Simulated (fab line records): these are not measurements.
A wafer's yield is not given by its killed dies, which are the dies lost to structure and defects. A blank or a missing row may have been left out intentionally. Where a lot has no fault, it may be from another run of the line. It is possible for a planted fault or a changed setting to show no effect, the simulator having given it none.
A struck lot beside a sound one ; flow rit-cmos ; 18 steps out of a route of 202
Sound: these wafers, L224.1, L224.2, L224.6. Struck: wafers L229.1, L229.5, L229.6. The cause is named last.
At each step with rows: each side's tool, then ch and its chambers, then its first start. Under that, the readings that differ: sound wafers ; struck wafers ; difference of the means ; sigmas: that difference in standard deviations of wafers without a fault.
alike: readings whose means differ by less than 2 such deviations, and words and numbers that are the same on both sides. not compared: withheld readings, readings that some wafer has no value for, bounds like >300 that may hide the same value, and numbers for which the record gives no deviation and whose values overlap.
A row with sigmas, a row that says differs or no value, or rows on one side alone: a step with any of these is where the two part. Non-overlapping numbers with no deviation appear without sigmas and do not part them. A reading missing from all wafers of one side parts the sides only when that side holds two or more wafers.

RIT_ACTIVE_BOW_MEAS_00:
  struck on film-metro-03, day 2 16:00; sound on film-metro-01, day 1 15:00
  alike: INCOMING_BOW
then, 1 step without rows for these wafers: RIT_ACTIVE_OXIDATION_01 (target thk 46.8 nm, ox time 3360 s).
RIT_ACTIVE_THK_MEAS_02:
  struck on film-metro-03, day 2 20:25; sound on film-metro-01, day 1 17:28
  alike: ACTIVE_OXIDE_THK
then, 1 step without rows for these wafers: RIT_ACTIVE_CVD_03 (deposits Si3N4 from SiH2Cl2/NH3, target thk 150 nm, time 1500 s).
RIT_ACTIVE_THK_MEAS_04:
  struck on film-metro-03, day 2 21:54; sound on film-metro-02, day 1 18:56
  alike: ACTIVE_NITRIDE_THK
then, 5 steps without rows for these wafers: RIT_ACTIVE_HMDS_05 (prime time 60 s); RIT_ACTIVE_COAT_06 (resist thk 1000 nm); RIT_ACTIVE_SOFTBAKE_07 (time 60 s); RIT_ACTIVE_EXPOSE_08 (exposes mask M1, target cd 1400 nm); RIT_ACTIVE_PEB_09.
RIT_ACTIVE_DEVELOP_10: develop time 50 s.
  sound on litho-track-01 ch 0, day 1 19:00; struck on litho-track-01 ch 0, day 2 22:00
then, 1 step without rows for these wafers: RIT_ACTIVE_HARDBAKE_12 (time 60 s).
RIT_ACTIVE_ETCH_13: etches Si3N4 in SF6, stops on SiO2, time 210 s, target depth 210 nm.
  sound on rie-diel-01 ch 0,1,2, day 1 20:07; struck on rie-diel-04 ch 0,1,3, day 2 23:13
reading;sound;struck;difference;sigmas
oes-product-au (a.u.);0.851 0.805 0.864;0.811 0.805 0.818;-0.029;-2
  alike: drypump-motor-current-A, throttle-valve-pct
  not compared: rf-hours-counter-h
RIT_ACTIVE_STRIP_14: strips in O2, time 180 s.
  sound on plasma-asher-04 ch 0,1, day 1 20:15; struck on plasma-asher-02 ch 0,1, day 2 23:20
  alike: drypump-motor-current-A
  not compared: rf-hours-counter-h
then, 3 steps without rows for these wafers: RIT_ACTIVE_CLEAN_15 (cleans in SC1, time 600 s); RIT_ACTIVE_CLEAN_16 (cleans in dHF, time 30 s); RIT_ACTIVE_CLEAN_17 (cleans in SC2, time 600 s).
RIT_M1_PROBE_99:
  struck on prober-01, day 4 20:06; sound on prober-02, day 3 15:39
reading;sound;struck;difference;sigmas
killed-at-front-end;8 7 10;222 212 206;+205;+64
killed-dies;8 7 10;222 212 206;+205;+64
killed-on-rim;1 2 3;55 55 51;+52;+37
  alike: killed-at-contacts, killed-open, killed-short

## WHERE THEY PART
Last at RIT_M1_PROBE_99 as far as this record goes, first at RIT_ACTIVE_ETCH_13.

WHY: what had been put in by the simulator
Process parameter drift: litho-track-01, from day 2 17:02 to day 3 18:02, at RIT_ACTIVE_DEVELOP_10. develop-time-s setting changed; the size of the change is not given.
